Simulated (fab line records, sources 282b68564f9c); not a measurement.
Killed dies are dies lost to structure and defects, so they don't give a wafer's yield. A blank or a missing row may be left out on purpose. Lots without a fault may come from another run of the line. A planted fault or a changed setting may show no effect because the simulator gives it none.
fab line records | flow rit_cmos
record lots=15 wafers=45 last_day=7
route steps=202 shown M1@196
lots that met no fault: from a run of the same line without faults
start_h: hours from the record's first day to the start of the lot's first wafer shown | wait_h: hours since the lot's step before | " the same as in the row above | L1.1+2: a row that stands for several wafers | - no value, or no start given | * or withheld: withheld | < > ~ a bound
route shown NAME@n: a module of which the file shows steps, and the number in the route of the first | usual: mean/standard deviation of fault-free wafers | same: alike in all rows | chamber/n: place in a boat | sites: the reading at each site | _std_site: their standard deviation | _edge_site: outer sites' mean less inner sites' | radius_mm: how far each site lies from the wafer's centre | mask NAME#n: copy n | behind: the tool/chamber that last shaped the wafer | hold: why the lot was held/for how many hours/how that ended | device: the transistor (n, p or np) that didn't switch | end of line: the same wafers' tests at the end of the route | a step without rows: its recipe alone | killed: dies lost to structure and defects at the first sort, not the wafer's yield | map: a wafer's dies, x killed, . not, _ none there
set.NAME: the setting as run; set.NAME@STEP: as run at that earlier step | model.NAME: the simulator's own value behind a step, which no gauge read
steps of the route over a sample of lots; a table a step, a row a wafer
services: from which hour (start_h, from the record's first day; less than 0 if before it) a tool's chamber was out of use, for how many hours, and why
## steps
# step RIT_M1_METAL_ETCH_12
# recipe stop_on=SiO2 chemistry=Cl2/BCl3 target=Al time_s=165 over_etch_frac=0.5 pressure_mtorr=100 target_depth_a=6000 rf_w=250 Cl2_flow_sccm=60 bcl3_flow_sccm=50
# usual bcl3_flow_sccm=49.99/0.15 chamber_pressure_mTorr=99.99/0.095 drypump_motor_current_A=5.7/0.38 oes_product_au=0.777/0.014 throttle_valve_pct=8.28/0.07
# columns lot.wafer tool chamber start_h wait_h bcl3_flow_sccm chamber_pressure_mTorr drypump_motor_current_A oes_product_au rf_hours_counter_h throttle_valve_pct
L948.1 rie_metal-02 1 58.50 0.2 50.24 99.92 5.5 0.765 35 8.12
L948.4 " 0 " " 50.21 99.98 6.1 0.787 - 8.30
L948.6 " 0 " " 50.00 99.90 6.1 0.782 - 8.31
L949.2 rie_metal-01 1 65.17 0.2 50.12 100.12 5.3 0.800 1 8.32
L949.4 " 1 " " 50.10 100.06 5.3 0.790 - 8.34
L949.6 " 0 " " 50.06 99.96 5.3 0.758 - 8.29
L951.1 rie_metal-02 1 74.74 0.2 49.75 100.03 5.5 0.764 35 8.16
L951.4 " 1 " " 50.00 100.05 5.5 0.775 - 8.14
L951.6 " 1 " " 49.88 100.17 5.5 0.770 - 8.14
L953.3 rie_metal-03 1 86.45 0.2 - - - - - -
L953.4 " 0 " " - - - - - -
L953.6 " 1 " " - - - - - -
L954.1 rie_metal-02 0 88.26 0.2 - - - - - -
L954.2 " 1 " " - - - - - -
L954.6 " 0 " " - - - - - -
L955.3 rie_metal-01 0 93.18 0.2 - - - - - -
L955.4 " 1 " " - - - - - -
L955.5 " 1 " " - - - - - -
L956.2 rie_metal-03 0 101.38 0.2 50.09 100.07 6.2 0.769 4 8.29
L956.3 " 0 " " 49.85 99.93 6.3 0.773 - 8.29
L956.4 " 1 " " 49.75 100.02 5.5 0.788 - 8.36
L961.1 rie_metal-01 1 126.46 0.2 50.01 100.01 5.3 0.797 1 8.33
L961.3 " 0 " " 50.23 99.99 5.3 0.771 - 8.27
L961.5 " 0 " " 50.26 100.07 5.4 0.764 - 8.27
L963.1 rie_metal-02 1 131.43 0.2 49.90 99.97 5.5 0.772 36 8.13
L963.2 " 0 " " 50.00 99.85 6.1 0.775 37 8.30
L963.4 " 0 " " 49.89 100.08 6.1 0.774 - 8.30
L964.1 rie_metal-01 0 139.38 0.2 49.83 99.92 5.3 0.766 1 8.28
L964.3 " 0 " " 49.66 100.00 5.4 0.771 - 8.28
L964.4 " 1 " " 50.11 100.08 5.4 0.790 - 8.35
L965.2 rie_metal-03 0 144.19 0.2 49.89 99.91 6.2 0.755 - 8.29
L965.3 " 0 " " 49.70 100.04 6.2 0.761 - 8.28
L965.6 " 0 " " 50.12 99.99 6.3 0.766 - 8.28
L966.1 rie_metal-01 1 146.79 0.2 50.14 100.07 5.3 0.802 2 8.32
L966.3 " 1 " " 50.16 99.98 5.3 0.799 - 8.33
L966.5 " 0 " " 50.13 99.95 5.3 0.770 - 8.28
L968.1 rie_metal-02 0 159.91 0.2 49.91 99.95 6.1 0.806 0 8.30
L968.2 " 1 " " 50.04 100.03 5.5 0.773 0 8.14
L968.4 " 1 " " 50.08 99.97 5.5 0.788 - 8.14
L970.2 rie_metal-03 1 167.09 0.2 49.96 100.01 5.5 0.780 5 8.37
L970.3 " 1 " " 50.00 99.97 5.5 0.789 - 8.37
L970.4 " 0 " " 49.88 99.78 6.2 0.761 - 8.28
L971.1 rie_metal-02 0 173.42 0.2 49.91 100.12 6.1 0.794 0 8.32
L971.2 " 1 " " 49.88 99.97 5.5 0.777 0 8.15
L971.6 " 0 " " 49.91 99.76 6.0 0.803 - 8.31
# step RIT_M1_CD_MEAS_90
# recipe target_cd_nm=2600
# usual cd_nm=2600/3.4
# columns lot.wafer tool chamber start_h wait_h cd_nm
L948.1 cd_sem-01 - 59.03 0.1 2604
L948.4 " - " " 2600
L948.6 " - " " 2599
L949.2 cd_sem-01 - 65.71 0.1 2601
L949.4 " - " " 2601
L949.6 " - " " 2602
L951.1 cd_sem-01 - 75.26 0.1 2601
L951.4 " - " " 2602
L951.6 " - " " 2602
L953.3 cd_sem-02 - 86.97 0.1 -
L953.4 " - " " -
L953.6 " - " " -
L954.1 cd_sem-02 - 88.79 0.1 -
L954.2 " - " " -
L954.6 " - " " -
L955.3 cd_sem-01 - 93.68 0.1 -
L955.4 " - " " -
L955.5 " - " " -
L956.2 cd_sem-01 - 101.93 0.1 2595
L956.3 " - " " 2595
L956.4 " - " " 2595
L961.1 cd_sem-02 - 126.97 0.1 2594
L961.3 " - " " 2595
L961.5 " - " " 2594
L963.1 cd_sem-02 - 131.94 0.1 2600
L963.2 " - " " 2603
L963.4 " - " " 2604
L964.1 cd_sem-02 - 139.89 0.1 2600
L964.3 " - " " 2602
L964.4 " - " " 2601
L965.2 cd_sem-01 - 144.83 0.1 2598
L965.3 " - " " 2597
L965.6 " - " " 2601
L966.1 cd_sem-02 - 147.32 0.1 2601
L966.3 " - " " 2603
L966.5 " - " " 2602
L968.1 cd_sem-02 - 160.42 0.1 2602
L968.2 " - " " 2604
L968.4 " - " " 2605
L970.2 cd_sem-02 - 167.64 0.1 2597
L970.3 " - " " 2594
L970.4 " - " " 2596
L971.1 cd_sem-02 - 173.94 0.1 2602
L971.2 " - " " 2602
L971.6 " - " " 2600
# step RIT_M1_PROBE_99
# usual defect_limited_yield=97.3/1.1 killed_at_M0_to_M3=0.0/0.12 killed_at_contacts=0.1/0.34 killed_at_front_end=7.0/2.9 killed_dies=7.2/2.9 killed_on_rim=2.1/1.4 killed_open=3.6/1.9 killed_short=3.5/2.1 sort_bin_3_pad_short=0.1/0.23 sort_bin_5_function=1.6/0.73 sort_bin_6_memory=1.0/0.67 sort_n_pass=256.8/2.9 sort_yield_pct=97.3/1.1
# same gross_dies=264 killed_at_M4_up=0 killed_at_back_side=0 killed_at_other=0
# columns lot.wafer tool chamber start_h wait_h defect_limited_yield[%] killed_at_M0_to_M3 killed_at_contacts killed_at_front_end killed_dies killed_on_rim killed_open killed_short sort_bin_3_pad_short[%] sort_bin_5_function[%] sort_bin_6_memory[%] sort_n_pass sort_yield_pct[%]
L948.1 prober-02 - 60.77 0.1 98.5 0 0 4 4 1 2 2 0.4 0.8 0.4 260.0 98.5
L948.4 prober-02 - 60.92 0.2 95.1 0 0 13 13 5 7 6 0.8 3.0 1.1 251.0 95.1
L948.6 prober-02 - 61.02 0.2 96.2 0 0 10 10 5 3 7 0 1.9 1.9 254.0 96.2
L949.2 prober-01 - 67.48 0.1 97.0 0 0 8 8 2 4 4 0 1.5 1.5 256.0 97.0
L949.4 prober-01 - 67.58 0.2 96.6 0 0 9 9 1 4 5 0 1.9 1.5 255.0 96.6
L949.6 prober-01 - 67.68 0.2 97.7 0 0 6 6 1 5 1 0 1.9 0.4 258.0 97.7
L951.1 prober-01 - 77.00 0.1 96.6 0 0 9 9 3 4 5 0.4 1.5 1.5 255.0 96.6
L951.4 prober-01 - 77.15 0.2 96.6 0 0 9 9 2 5 3 0 3.0 0.4 255.0 96.6
L951.6 prober-01 - 77.25 0.2 95.1 0 0 13 13 4 5 8 0.4 2.7 1.9 251.0 95.1
L953.3 prober-02 - 88.77 0.2 0 254 0 10 264 70 6 4 0 97.7 2.3 0 0
L953.4 prober-02 - 88.82 0.2 0 258 2 4 264 70 3 3 0.4 99.2 0.4 0 0
L953.6 prober-02 - 88.92 0.2 0 256 1 7 264 70 7 1 0 98.5 1.5 0 0
L954.1 prober-01 - 90.53 0.1 0 258 0 6 264 70 1 5 0 99.2 0.8 0 0
L954.2 prober-01 - 90.58 0.1 0 253 0 11 264 70 6 5 0.4 97.7 1.9 0 0
L954.6 prober-01 - 90.78 0.2 0 258 0 6 264 70 1 5 0.8 98.9 0.4 0 0
L955.3 prober-02 - 95.48 0.2 0 255 0 9 264 70 4 5 0 98.5 1.5 0 0
L955.4 prober-02 - 95.53 0.2 0 261 0 3 264 70 3 0 0 99.2 0.8 0 0
L955.5 prober-02 - 95.58 0.2 0 258 0 6 264 70 4 2 0.4 98.9 0.8 0 0
L956.2 prober-01 - 103.70 0.1 97.3 0 0 7 7 2 4 3 0.4 1.9 0.4 257.0 97.3
L956.3 prober-01 - 103.75 0.2 96.2 0 0 10 10 1 7 3 0 1.5 2.3 254.0 96.2
L956.4 prober-01 - 103.80 0.2 97.7 0 0 6 6 3 3 3 0.4 1.1 0.8 258.0 97.7
L961.1 prober-02 - 128.71 0.1 97.7 0 0 6 6 1 6 0 0 1.1 1.1 258.0 97.7
L961.3 prober-02 - 128.81 0.2 97.7 0 0 6 6 2 4 2 0 1.1 1.1 258.0 97.7
L961.5 prober-02 - 128.91 0.2 98.1 0 0 5 5 1 4 1 0 1.5 0.4 259.0 98.1
L963.1 prober-02 - 134.22 0.1 97.3 0 0 7 7 2 3 4 0 0.8 1.9 257.0 97.3
L963.2 prober-02 - 134.27 0.1 98.1 0 0 5 5 2 5 0 0 1.5 0.4 259.0 98.1
L963.4 prober-02 - 134.37 0.2 97.3 0 0 7 7 3 2 5 0.4 0 2.3 257.0 97.3
L964.1 prober-01 - 141.63 0.1 95.1 0 0 13 13 4 7 6 0 3.0 1.9 251.0 95.1
L964.3 prober-01 - 141.73 0.2 95.5 0 0 12 12 2 7 5 0 1.9 2.7 252.0 95.5
L964.4 prober-01 - 141.78 0.2 98.5 0 0 4 4 2 0 4 0 1.1 0.4 260.0 98.5
L965.2 prober-02 - 146.60 0.1 97.3 0 0 7 7 5 1 6 0.4 0.4 1.9 257.0 97.3
L965.3 prober-02 - 146.65 0.2 98.5 0 0 4 4 3 1 3 0 1.1 0.4 260.0 98.5
L965.6 prober-02 - 146.80 0.2 97.0 0 0 8 8 2 3 5 0 1.9 1.1 256.0 97.0
L966.1 prober-01 - 149.06 0.1 97.3 0 0 7 7 1 5 2 0.4 1.9 0.4 257.0 97.3
L966.3 prober-01 - 149.16 0.2 97.3 0 0 7 7 2 4 3 0 1.5 1.1 257.0 97.3
L966.5 prober-01 - 149.26 0.2 96.6 0 0 9 9 1 6 3 0 1.9 1.5 255.0 96.6
L968.1 prober-01 - 162.16 0.1 97.0 0 0 8 8 4 6 2 0 2.3 0.8 256.0 97.0
L968.2 prober-01 - 162.21 0.1 98.1 0 1 4 5 2 3 2 0 1.1 0.8 259.0 98.1
L968.4 prober-01 - 162.31 0.2 98.5 0 0 4 4 1 2 2 0 0.8 0.8 260.0 98.5
L970.2 prober-01 - 169.41 0.1 99.2 0 0 2 2 2 2 0 0 0.4 0.4 262.0 99.2
L970.3 prober-01 - 169.46 0.2 97.7 0 0 6 6 3 3 2 0 1.9 0.4 258.0 97.7
L970.4 prober-01 - 169.51 0.2 97.7 0 0 6 6 3 5 1 0 1.9 0.4 258.0 97.7
L971.1 prober-02 - 175.68 0.1 94.3 0 1 14 15 3 7 8 0.4 1.9 3.4 249.0 94.3
L971.2 prober-02 - 175.73 0.1 95.5 0 0 12 12 4 5 7 0 2.7 1.9 252.0 95.5
L971.6 prober-02 - 175.93 0.2 96.2 0 0 10 10 5 3 7 0.8 1.5 1.5 254.0 96.2
# killed by level:class
L948.1 ACTIVE:geometric_particle:short=1 REOX:geometric_particle:short=1 REOX:geometric_particle:open=1 SPACER:geometric_particle:open=1
L948.4 GATE:geometric_particle:short=4 GATE:geometric_particle:open=3 FOX2:geometric_particle:open=2 FOX1:geometric_particle:open=1 FOX1:geometric_particle:short=1 REOX:geometric_particle:open=1 SILICIDE:geometric_particle:short=1
L948.6 GATE:geometric_particle:short=4 REOX:geometric_particle:open=3 FOX1:geometric_particle:short=1 FOX2:geometric_particle:short=1 REOX:geometric_particle:short=1
L949.2 GATE:geometric_particle:open=3 GATE:geometric_particle:short=3 REOX:geometric_particle:open=1 SILICIDE:geometric_particle:short=1
L949.4 REOX:geometric_particle:open=3 FOX1:geometric_particle:short=2 REOX:geometric_particle:short=2 GATE:geometric_particle:short=1 GATE:geometric_particle:open=1
L949.6 FOX1:geometric_particle:open=2 GATE:geometric_particle:open=2 FOX2:geometric_particle:open=1 FOX2:geometric_particle:short=1
L951.1 SPACER:geometric_particle:open=2 SILICIDE:geometric_particle:short=2 FOX1:geometric_particle:short=1 FOX2:geometric_particle:open=1 GATE:geometric_particle:short=1 SPACER:geometric_particle:short=1 SILICIDE:geometric_particle:open=1
L951.4 GATE:geometric_particle:open=2 FOX1:geometric_particle:short=1 FOX2:geometric_particle:open=1 FOX2:geometric_particle:short=1 GATE:geometric_particle:short=1 SPACER:geometric_particle:open=1 SILICIDE:geometric_particle:open=1 PLDD:coat_microbubble_printed=1
L951.6 SPACER:geometric_particle:short=4 SILICIDE:geometric_particle:short=4 SILICIDE:geometric_particle:open=2 FOX1:geometric_particle:open=1 REOX:geometric_particle:open=1 SPACER:geometric_particle:open=1
L953.3 M1:area_etch=254 GATE:geometric_particle:open=4 GATE:geometric_particle:short=3 FOX1:geometric_particle:open=2 FOX1:geometric_particle:short=1
L953.4 M1:area_etch=258 CONTACT:geometric_particle:open=2 FOX1:geometric_particle:open=1 GATE:geometric_particle:short=1 SPACER:geometric_particle:short=1 SILICIDE:geometric_particle:short=1
L953.6 M1:area_etch=256 GATE:geometric_particle:open=4 FOX1:geometric_particle:open=1 GATE:geometric_particle:short=1 SPACER:geometric_particle:open=1 CONTACT:geometric_particle:open=1
L954.1 M1:area_etch=258 GATE:geometric_particle:short=2 FOX1:geometric_particle:short=1 GATE:geometric_particle:open=1 SPACER:geometric_particle:short=1 SILICIDE:geometric_particle:short=1
L954.2 M1:area_etch=253 GATE:geometric_particle:open=3 SPACER:geometric_particle:short=3 GATE:geometric_particle:short=2 REOX:geometric_particle:open=1 SPACER:geometric_particle:open=1 SILICIDE:geometric_particle:open=1
L954.6 M1:area_etch=258 SPACER:geometric_particle:short=2 SILICIDE:geometric_particle:short=2 GATE:geometric_particle:open=1 GATE:geometric_particle:short=1
L955.3 M1:area_etch=255 GATE:geometric_particle:open=2 GATE:geometric_particle:short=2 FOX2:geometric_particle:short=1 FOX2:geometric_particle:open=1 SPACER:geometric_particle:open=1 SPACER:geometric_particle:short=1 SILICIDE:geometric_particle:short=1
L955.4 M1:area_etch=261 GATE:geometric_particle:open=2 SPACER:geometric_particle:open=1
L955.5 M1:area_etch=258 GATE:geometric_particle:open=2 REOX:geometric_particle:open=2 GATE:geometric_particle:short=1 SPACER:geometric_particle:short=1
L956.2 GATE:geometric_particle:open=4 FOX1:geometric_particle:short=2 SILICIDE:geometric_particle:short=1
L956.3 FOX1:geometric_particle:open=2 FOX1:geometric_particle:short=2 GATE:geometric_particle:open=2 SILICIDE:geometric_particle:open=2 REOX:geometric_particle:open=1 SILICIDE:geometric_particle:short=1
L956.4 SPACER:geometric_particle:open=3 SILICIDE:geometric_particle:short=2 SPACER:geometric_particle:short=1
L961.1 GATE:geometric_particle:open=5 SILICIDE:geometric_particle:open=1
L961.3 SPACER:geometric_particle:open=2 GATE:geometric_particle:open=1 GATE:geometric_particle:short=1 SILICIDE:geometric_particle:short=1 SILICIDE:geometric_particle:open=1
L961.5 GATE:geometric_particle:open=2 SILICIDE:geometric_particle:open=2 SPACER:geometric_particle:short=1
L963.1 GATE:geometric_particle:open=2 GATE:geometric_particle:short=1 REOX:geometric_particle:short=1 REOX:geometric_particle:open=1 SPACER:geometric_particle:short=1 SILICIDE:geometric_particle:short=1
L963.2 GATE:geometric_particle:open=2 SILICIDE:geometric_particle:open=2 SPACER:geometric_particle:open=1
L963.4 GATE:geometric_particle:short=2 SILICIDE:geometric_particle:short=2 FOX1:geometric_particle:short=1 REOX:geometric_particle:open=1 SILICIDE:geometric_particle:open=1
L964.1 FOX2:geometric_particle:open=5 FOX2:geometric_particle:short=2 SILICIDE:geometric_particle:short=2 REOX:geometric_particle:open=1 REOX:geometric_particle:short=1 SPACER:geometric_particle:short=1 SILICIDE:geometric_particle:open=1
L964.3 GATE:geometric_particle:open=3 FOX2:geometric_particle:open=2 FOX2:geometric_particle:short=2 GATE:geometric_particle:short=2 SPACER:geometric_particle:open=2 SILICIDE:geometric_particle:short=1
L964.4 SILICIDE:geometric_particle:short=2 FOX1:geometric_particle:short=1 SPACER:geometric_particle:short=1
L965.2 SPACER:geometric_particle:short=3 REOX:geometric_particle:short=2 SPACER:geometric_particle:open=1 SILICIDE:geometric_particle:short=1
L965.3 FOX2:geometric_particle:short=1 REOX:geometric_particle:short=1 SPACER:geometric_particle:short=1 SILICIDE:geometric_particle:open=1
L965.6 GATE:geometric_particle:short=5 GATE:geometric_particle:open=2 SPACER:geometric_particle:open=1
L966.1 GATE:geometric_particle:open=2 FOX2:geometric_particle:open=1 GATE:geometric_particle:short=1 REOX:geometric_particle:open=1 SPACER:geometric_particle:open=1 SILICIDE:geometric_particle:short=1
L966.3 FOX1:geometric_particle:open=2 SILICIDE:geometric_particle:open=2 FOX2:geometric_particle:short=1 SPACER:geometric_particle:short=1 SILICIDE:geometric_particle:short=1
L966.5 SILICIDE:geometric_particle:open=3 REOX:geometric_particle:open=2 FOX1:geometric_particle:short=1 FOX2:geometric_particle:open=1 REOX:geometric_particle:short=1 SPACER:geometric_particle:short=1
L968.1 FOX2:geometric_particle:open=2 ACTIVE:geometric_particle:open=1 FOX1:geometric_particle:short=1 GATE:geometric_particle:open=1 REOX:geometric_particle:open=1 SILICIDE:geometric_particle:open=1 SILICIDE:geometric_particle:short=1
L968.2 FOX1:geometric_particle:open=1 FOX2:geometric_particle:open=1 GATE:geometric_particle:open=1 REOX:geometric_particle:short=1 CONTACT:geometric_particle:short=1
L968.4 GATE:geometric_particle:short=1 GATE:geometric_particle:open=1 REOX:geometric_particle:short=1 REOX:geometric_particle:open=1
L970.2 GATE:geometric_particle:open=1 REOX:geometric_particle:open=1
L970.3 FOX1:geometric_particle:short=1 REOX:geometric_particle:open=1 SPACER:geometric_particle:short=1 SPACER:geometric_particle:open=1 SILICIDE:geometric_particle:open=1 NWELL:coat_microbubble_printed=1
L970.4 FOX1:geometric_particle:open=2 GATE:geometric_particle:open=2 FOX1:geometric_particle:short=1 SILICIDE:geometric_particle:open=1
L971.1 FOX2:geometric_particle:short=4 GATE:geometric_particle:short=2 GATE:geometric_particle:open=2 SPACER:geometric_particle:open=2 FOX1:geometric_particle:short=1 FOX1:geometric_particle:open=1 REOX:geometric_particle:short=1 SILICIDE:geometric_particle:open=1
L971.2 SPACER:geometric_particle:short=3 FOX1:geometric_particle:open=2 REOX:geometric_particle:short=2 SPACER:geometric_particle:open=2 FOX2:geometric_particle:open=1 FOX2:geometric_particle:short=1 GATE:geometric_particle:short=1
L971.6 FOX2:geometric_particle:short=2 FOX1:geometric_particle:open=1 FOX1:geometric_particle:short=1 GATE:geometric_particle:short=1 REOX:geometric_particle:short=1 SPACER:geometric_particle:short=1 SPACER:geometric_particle:open=1 SILICIDE:geometric_particle:short=1
## services
# columns tool chamber start_h hours kind
rie_metal-01 0 40.57 15.2 repair
rie_metal-02 - 136.12 20.0 pm
rie_metal-02 0 136.12 20.0 vent_cycle
rie_metal-02 1 136.12 20.0 vent_cycle
rie_metal-03 1 143.05 13.2 repair
rie_metal-03 - 155.58 10.0 pm
rie_metal-02 0 156.12 - clean
rie_metal-02 1 156.12 - clean
## key
first_sign step=RIT_M1_METAL_ETCH_12 reading=tool_record direction=missing
effect step=RIT_M1_CD_MEAS_90 reading=cd_nm direction=missing
effect step=RIT_M1_PROBE_99 reading=killed_at_M0_to_M3 direction=up sigmas=99+ usual=0.0 struck=256.8
more_kills_born_at RIT_M1_METAL_ETCH_12@rie_metal-01=774 RIT_M1_METAL_ETCH_12@rie_metal-02=769 RIT_M1_METAL_ETCH_12@rie_metal-03=768
met_at RIT_M1_METAL_ETCH_12
struck_lots L953,L954,L955
later_rows_left_out L953.3,L953.4,L953.6,L954.1,L954.2,L954.6,L955.3,L955.4,L955.5
onset_between 74.74 86.45
fault kind=skipped_step_whole tool=rie_metal-01,rie_metal-02,rie_metal-03 chamber=- onset_h=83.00 steps=RIT_M1_METAL_ETCH_12 scope=struck_lots_only
# later_rows_left_out: the simulator's readings of these wafers behind a module that went badly wrong aren't trusted and aren't shown, but for the sort
